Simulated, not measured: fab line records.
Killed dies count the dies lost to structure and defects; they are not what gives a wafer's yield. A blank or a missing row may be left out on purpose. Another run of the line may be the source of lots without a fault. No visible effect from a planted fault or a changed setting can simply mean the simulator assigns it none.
Check for tools in common :: flow rit-cmos :: 14 lots and 42 wafers in the sample

WHY IT WAS OPENED
At RIT_SPACER_THK_MEAS_04 the reading SPACER_NITRIDE_THK is flagged on 2 of 14 lots. No-fault wafers: 251.0 nm, standard deviation 2.1.
Rule: a lot gets a flag if all its wafers with a number sit over 4 standard deviations from that mean, or if no wafer of it has a number. All remaining lots are regarded as sound.

lot: L725
measured: day 2 23:23
on: film-metro-01
SPACER_NITRIDE_THK (nm), wafer by wafer: 249.0 249.8 250.1
flag: 

lot: L726
measured: day 3 03:37
on: film-metro-02
SPACER_NITRIDE_THK (nm), wafer by wafer: 251.0 252.4 251.5
flag: 

lot: L727
measured: day 3 07:55
on: film-metro-02
SPACER_NITRIDE_THK (nm), wafer by wafer: 247.6 250.1 250.0
flag: 

lot: L729
measured: day 3 18:52
on: film-metro-01
SPACER_NITRIDE_THK (nm), wafer by wafer: 250.0 251.2 252.1
flag: 

lot: L730
measured: day 3 23:21
on: film-metro-01
SPACER_NITRIDE_THK (nm), wafer by wafer: 251.5 253.5 251.7
flag: 

lot: L732
measured: day 4 07:54
on: film-metro-01
SPACER_NITRIDE_THK (nm), wafer by wafer: 250.9 250.1 250.9
flag: 

lot: L733
measured: day 4 14:34
on: film-metro-01
SPACER_NITRIDE_THK (nm), wafer by wafer: 248.7 251.2 250.2
flag: 

lot: L735
measured: day 5 01:09
on: film-metro-02
SPACER_NITRIDE_THK (nm), wafer by wafer: 251.0 248.9 248.9
flag: 

lot: L736
measured: day 5 04:54
on: film-metro-02
SPACER_NITRIDE_THK (nm), wafer by wafer: 249.2 249.2 249.8
flag: 

lot: L741
measured: day 6 07:52
on: film-metro-02
SPACER_NITRIDE_THK (nm), wafer by wafer: 502.0 495.9 496.0
flag: FLAGGED

lot: L742
measured: day 6 13:07
on: film-metro-01
SPACER_NITRIDE_THK (nm), wafer by wafer: 501.4 505.4 503.3
flag: FLAGGED

lot: L744
measured: day 6 21:20
on: film-metro-04
SPACER_NITRIDE_THK (nm), wafer by wafer: 248.7 249.9 250.4
flag: 

lot: L746
measured: day 7 06:02
on: film-metro-02
SPACER_NITRIDE_THK (nm), wafer by wafer: 252.9 250.5 249.6
flag: 

lot: L748
measured: day 7 16:56
on: film-metro-02
SPACER_NITRIDE_THK (nm), wafer by wafer: 252.3 250.4 250.9
flag: 
Averaged over the flagged lots the numbers come to 500.7 nm, +249.7 nm from the usual (+99 or more standard deviations).

LOT BY LOT: THE TOOL USED
The record keeps 1 process step preceding the reading, out of 202 steps on the route. Read each cell as the tool, then ch plus the chambers that the sampled wafers visited, then the start.
lot: L725
flag: 
RIT_SPACER_CVD_03: lpcvd-01 ch 0, day 2 21:28

lot: L726
flag: 
RIT_SPACER_CVD_03: lpcvd-02 ch 0, day 3 01:42

lot: L727
flag: 
RIT_SPACER_CVD_03: lpcvd-02 ch 0, day 3 06:00

lot: L729
flag: 
RIT_SPACER_CVD_03: lpcvd-01 ch 1, day 3 16:56

lot: L730
flag: 
RIT_SPACER_CVD_03: lpcvd-02 ch 0, day 3 21:26

lot: L732
flag: 
RIT_SPACER_CVD_03: lpcvd-01 ch 0, day 4 05:59

lot: L733
flag: 
RIT_SPACER_CVD_03: lpcvd-01 ch 0, day 4 12:38

lot: L735
flag: 
RIT_SPACER_CVD_03: lpcvd-01 ch 1, day 4 23:14

lot: L736
flag: 
RIT_SPACER_CVD_03: lpcvd-01 ch 1, day 5 02:58

lot: L741
flag: FLAGGED
RIT_SPACER_CVD_03: lpcvd-02 ch 0, day 6 03:51

lot: L742
flag: FLAGGED
RIT_SPACER_CVD_03: lpcvd-01 ch 0, day 6 09:07

lot: L744
flag: 
RIT_SPACER_CVD_03: lpcvd-01 ch 1, day 6 19:25

lot: L746
flag: 
RIT_SPACER_CVD_03: lpcvd-02 ch 1, day 7 04:07

lot: L748
flag: 
RIT_SPACER_CVD_03: lpcvd-01 ch 0, day 7 15:01
These steps, and what they do:
- RIT_SPACER_CVD_03: deposits Si3N4 from SiH2Cl2/NH3, target thk 250 nm, time 3300 s.
- RIT_SPACER_THK_MEAS_04

FLAGGED OVER TOTAL, TOOL BY TOOL (the gauges that took the reading come last)
step: RIT_SPACER_CVD_03
tool: lpcvd-01
lots run: 9
flagged: 1
share of the flagged lots: some
sound lots run after its first flagged lot: 2 (L744,L748)

step: RIT_SPACER_CVD_03
tool: lpcvd-02
lots run: 5
flagged: 1
share of the flagged lots: some
sound lots run after its first flagged lot: 1 (L746)

step: RIT_SPACER_THK_MEAS_04
tool: film-metro-01
lots run: 6
flagged: 1
share of the flagged lots: some
sound lots run after its first flagged lot: 0

step: RIT_SPACER_THK_MEAS_04
tool: film-metro-02
lots run: 7
flagged: 1
share of the flagged lots: some
sound lots run after its first flagged lot: 2 (L746,L748)

step: RIT_SPACER_THK_MEAS_04
tool: film-metro-04
lots run: 1
flagged: 0
share of the flagged lots: none
sound lots run after its first flagged lot: -

WHAT IS ALLOWED BY THE TABLE
No row of the table ran every flagged lot.

WHAT THE SIMULATOR HAD PUT IN
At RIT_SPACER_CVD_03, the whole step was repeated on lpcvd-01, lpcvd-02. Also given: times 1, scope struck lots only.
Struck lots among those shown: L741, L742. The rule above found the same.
